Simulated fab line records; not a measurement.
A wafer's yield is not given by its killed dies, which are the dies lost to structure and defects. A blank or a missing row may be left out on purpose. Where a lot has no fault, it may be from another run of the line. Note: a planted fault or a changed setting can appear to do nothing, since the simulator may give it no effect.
fab line records + flow ritCmos
record:
- lots: 15
- wafers: 45
- lastDay: 8
route steps=202 shown NLDD@112 PLDD@124
lots that met no fault: taken from a fault-free run of the same line
startH: hours from the record's opening day to when the first of the lot's shown wafers began + waitH: hours elapsed since this lot's preceding step + " as in the row above + L1.1+2: a single row standing in for several wafers + - no value present, or no start provided + * or withheld: withheld + < > ~ a bound
route shown NAME@n: names a module that has steps shown in the file, with the first one's number in the route + usual: mean/standard deviation taken from wafers without a fault + same: alike in all rows + chamber/n: place in a boat + sites: each site's reading + _std_site: standard deviation of those values + _edge_site: outer sites' mean less inner sites' + radiusMm: how far each site lies from the wafer's centre + mask NAME#n: copy n + behind: the last tool/chamber to shape the wafer + hold: why the lot was held/for how many hours/how that ended + device: the n, p or np transistor that did not switch + end of line: tests of these same wafers at the route's end + a step with no rows: only its recipe + killed: dies lost to structure and defects at the first sort, not the wafer's yield + map: dies across one wafer; x = killed, . = not, _ = none there
set.NAME: the setting that was run; set.NAME@STEP: the one run at that earlier step + model.NAME: the simulator's own value behind a step, which no gauge read
route steps across a sampled set of lots; one table per step, one row per wafer
services: from which hour (startH, from the record's first day; less than 0 if before it) a tool's chamber was out of use, for how many hours, and why
== steps ==
step: RIT_NLDD_STRIP_09
recipe:
- chemistry: O2
- timeS: 180
- resist: NOVOLAK
- platenTempC: withheld
- powerW: 500
- pressureMtorr: 4000
- o2FlowSccm: 4000
usual:
- chamberPressureMTorr: 4001/3.7
- drypumpMotorCurrentA: 5.8/0.36
| lot.wafer | tool           | chamber | startH | waitH | chamberPressureMTorr | drypumpMotorCurrentA | rfHoursCounterH |
|-----------|----------------|---------|--------|-------|----------------------|----------------------|-----------------|
| L975.2    | plasmaAsher-02 | 1       | 53.71  | 0.1   | 4001                 | 6.1                  | 39              |
| L975.5    | "              | 0       | "      | "     | 4006                 | 5.3                  | -               |
| L975.6    | "              | 1       | "      | "     | 4001                 | 6.0                  | -               |
| L974.1    | plasmaAsher-04 | 0       | 53.93  | 0.1   | 4002                 | 6.3                  | 42              |
| L974.4    | "              | 0       | "      | "     | 4000                 | 6.3                  | -               |
| L974.6    | "              | 1       | "      | "     | 4004                 | 5.7                  | -               |
| L978.2    | plasmaAsher-04 | 0       | 72.97  | 0.1   | 4000                 | 6.3                  | 44              |
| L978.4    | "              | 1       | "      | "     | 4002                 | 5.7                  | -               |
| L978.6    | "              | 0       | "      | "     | 4010                 | 6.3                  | -               |
| L980.1    | plasmaAsher-01 | 0       | 81.67  | 0.1   | 3999                 | 5.7                  | 29              |
| L980.4    | "              | 0       | "      | "     | 4002                 | 5.7                  | -               |
| L980.6    | "              | 0       | "      | "     | 4007                 | 5.7                  | -               |
| L983.1    | plasmaAsher-02 | 1       | 94.99  | 0.1   | 4001                 | 6.1                  | 43              |
| L983.2    | "              | 0       | "      | "     | 4001                 | 5.3                  | 43              |
| L983.4    | "              | 0       | "      | "     | 3996                 | 5.3                  | -               |
| L986.2    | plasmaAsher-04 | 1       | 111.28 | 0.1   | 4000                 | 5.7                  | 48              |
| L986.3    | "              | 1       | "      | "     | 3997                 | 5.7                  | -               |
| L986.4    | "              | 0       | "      | "     | 4001                 | 6.3                  | -               |
| L987.2    | plasmaAsher-01 | 0       | 115.04 | 0.1   | -                    | -                    | -               |
| L987.5    | "              | 0       | "      | "     | -                    | -                    | -               |
| L987.6    | "              | 1       | "      | "     | -                    | -                    | -               |
| L988.1    | plasmaAsher-01 | 1       | 122.99 | 0.1   | -                    | -                    | -               |
| L988.2    | "              | 0       | "      | "     | -                    | -                    | -               |
| L988.6    | "              | 0       | "      | "     | -                    | -                    | -               |
| L989.2    | plasmaAsher-04 | 1       | 123.31 | 0.1   | -                    | -                    | -               |
| L989.4    | "              | 1       | "      | "     | -                    | -                    | -               |
| L989.5    | "              | 0       | "      | "     | -                    | -                    | -               |
| L991.1    | plasmaAsher-02 | 1       | 134.74 | 0.1   | 3997                 | 6.0                  | 2               |
| L991.3    | "              | 0       | "      | "     | 4001                 | 5.3                  | -               |
| L991.5    | "              | 1       | "      | "     | 3998                 | 6.0                  | -               |
| L992.1    | plasmaAsher-04 | 1       | 139.14 | 0.1   | 4004                 | 5.7                  | 51              |
| L992.4    | "              | 0       | "      | "     | 3997                 | 6.3                  | -               |
| L992.6    | "              | 0       | "      | "     | 3998                 | 6.3                  | -               |
| L993.2    | plasmaAsher-02 | 1       | 144.16 | 0.1   | 4002                 | 6.0                  | 3               |
| L993.3    | "              | 0       | "      | "     | 4004                 | 5.3                  | -               |
| L993.5    | "              | 0       | "      | "     | 4005                 | 5.4                  | -               |
| L994.2    | plasmaAsher-02 | 1       | 150.91 | 0.1   | 4003                 | 6.0                  | 3               |
| L994.4    | "              | 1       | "      | "     | 3998                 | 6.0                  | -               |
| L994.6    | "              | 0       | "      | "     | 4003                 | 5.3                  | -               |
| L995.2    | plasmaAsher-02 | 0       | 156.55 | 0.1   | 3996                 | 5.3                  | 5               |
| L995.3    | "              | 1       | "      | "     | 4000                 | 6.0                  | -               |
| L995.5    | "              | 1       | "      | "     | 4000                 | 6.0                  | -               |
| L996.1    | plasmaAsher-04 | 1       | 162.22 | 0.1   | 4000                 | 5.7                  | 52              |
| L996.3    | "              | 0       | "      | "     | 4005                 | 6.3                  | -               |
| L996.6    | "              | 0       | "      | "     | 4000                 | 6.3                  | -               |
step: RIT_PLDD_TW_MEAS_10
usual:
- PLDD_TW: 2362/25
| lot.wafer | tool         | chamber | startH | waitH | PLDD_TW |
|-----------|--------------|---------|--------|-------|---------|
| L975.2    | filmMetro-01 | -       | 55.49  | 0.1   | 2357    |
| L975.5    | "            | -       | "      | "     | 2392    |
| L975.6    | "            | -       | "      | "     | 2400    |
| L974.1    | filmMetro-02 | -       | 55.77  | 0.1   | 2357    |
| L974.4    | "            | -       | "      | "     | 2366    |
| L974.6    | "            | -       | "      | "     | 2367    |
| L978.2    | filmMetro-01 | -       | 74.74  | 0.1   | 2380    |
| L978.4    | "            | -       | "      | "     | 2374    |
| L978.6    | "            | -       | "      | "     | 2384    |
| L980.1    | filmMetro-03 | -       | 83.39  | 0.1   | 2314    |
| L980.4    | "            | -       | "      | "     | 2306    |
| L980.6    | "            | -       | "      | "     | 2318    |
| L983.1    | filmMetro-01 | -       | 96.71  | 0.1   | 2377    |
| L983.2    | "            | -       | "      | "     | 2367    |
| L983.4    | "            | -       | "      | "     | 2365    |
| L986.2    | filmMetro-03 | -       | 112.89 | 0.1   | 2331    |
| L986.3    | "            | -       | "      | "     | 2324    |
| L986.4    | "            | -       | "      | "     | 2326    |
| L987.2    | filmMetro-02 | -       | 116.78 | 0.1   | 30      |
| L987.5    | "            | -       | "      | "     | 30      |
| L987.6    | "            | -       | "      | "     | 30      |
| L988.1    | filmMetro-03 | -       | 124.71 | 0.1   | 30      |
| L988.2    | "            | -       | "      | "     | 30      |
| L988.6    | "            | -       | "      | "     | 30      |
| L989.2    | filmMetro-01 | -       | 125.04 | 0.1   | 31      |
| L989.4    | "            | -       | "      | "     | 31      |
| L989.5    | "            | -       | "      | "     | 31      |
| L991.1    | filmMetro-01 | -       | 136.34 | 0.1   | 2391    |
| L991.3    | "            | -       | "      | "     | 2396    |
| L991.5    | "            | -       | "      | "     | 2387    |
| L992.1    | filmMetro-02 | -       | 140.74 | 0.1   | 2345    |
| L992.4    | "            | -       | "      | "     | 2342    |
| L992.6    | "            | -       | "      | "     | 2342    |
| L993.2    | filmMetro-02 | -       | 145.89 | 0.1   | 2360    |
| L993.3    | "            | -       | "      | "     | 2354    |
| L993.5    | "            | -       | "      | "     | 2367    |
| L994.2    | filmMetro-02 | -       | 152.51 | 0.1   | 2356    |
| L994.4    | "            | -       | "      | "     | 2374    |
| L994.6    | "            | -       | "      | "     | 2357    |
| L995.2    | filmMetro-02 | -       | 158.15 | 0.1   | 2374    |
| L995.3    | "            | -       | "      | "     | 2353    |
| L995.5    | "            | -       | "      | "     | 2363    |
| L996.1    | filmMetro-03 | -       | 163.81 | 0.1   | 2319    |
| L996.3    | "            | -       | "      | "     | 2324    |
| L996.6    | "            | -       | "      | "     | 2330    |
== services ==
| tool           | chamber | startH | hours | kind      |
|----------------|---------|--------|-------|-----------|
| plasmaAsher-04 | -       | 68.49  | 0.4   | repair    |
| plasmaAsher-02 | -       | 108.75 | 9.0   | pm        |
| plasmaAsher-02 | 0       | 108.75 | 9.0   | ventCycle |
| plasmaAsher-02 | 1       | 108.75 | 9.0   | ventCycle |
| plasmaAsher-02 | 0       | 117.75 | -     | clean     |
| plasmaAsher-02 | 1       | 117.75 | -     | clean     |
| plasmaAsher-04 | -       | 144.55 | 14.6  | pm        |
== key ==
firstSign:
- step: RIT_NLDD_STRIP_09
- reading: toolRecord
- direction: missing
effect:
- step: RIT_PLDD_TW_MEAS_10
- reading: PLDD_TW
- direction: down
- sigmas: 92
- usual: 2362
- struck: 30
metAt RIT_NLDD_STRIP_09
struckLots L987,L988,L989
sortLeftOut L987.2,L987.5,L987.6,L988.1,L988.2,L988.6,L989.2,L989.4,L989.5
testerLeftOut L987,L988,L989
onsetBetween 111.28 115.04
fault:
- kind: skippedStepWhole
- tool: plasmaAsher-01,plasmaAsher-04
- chamber: -
- onsetH: 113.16
- steps: RIT_NLDD_STRIP_09
- scope: struckLotsOnly
testerLeftOut: of these lots the tester's yield and bins aren't shown, on N5 and GAA mostly nor the transistor test; their killed dies are dies lost to structure and defects alone, not to doping, threshold or leakage, so they don't give the yield
sortLeftOut: the simulated sort isn't trusted on such a fault, so these wafers' sort isn't shown, and their yield isn't known
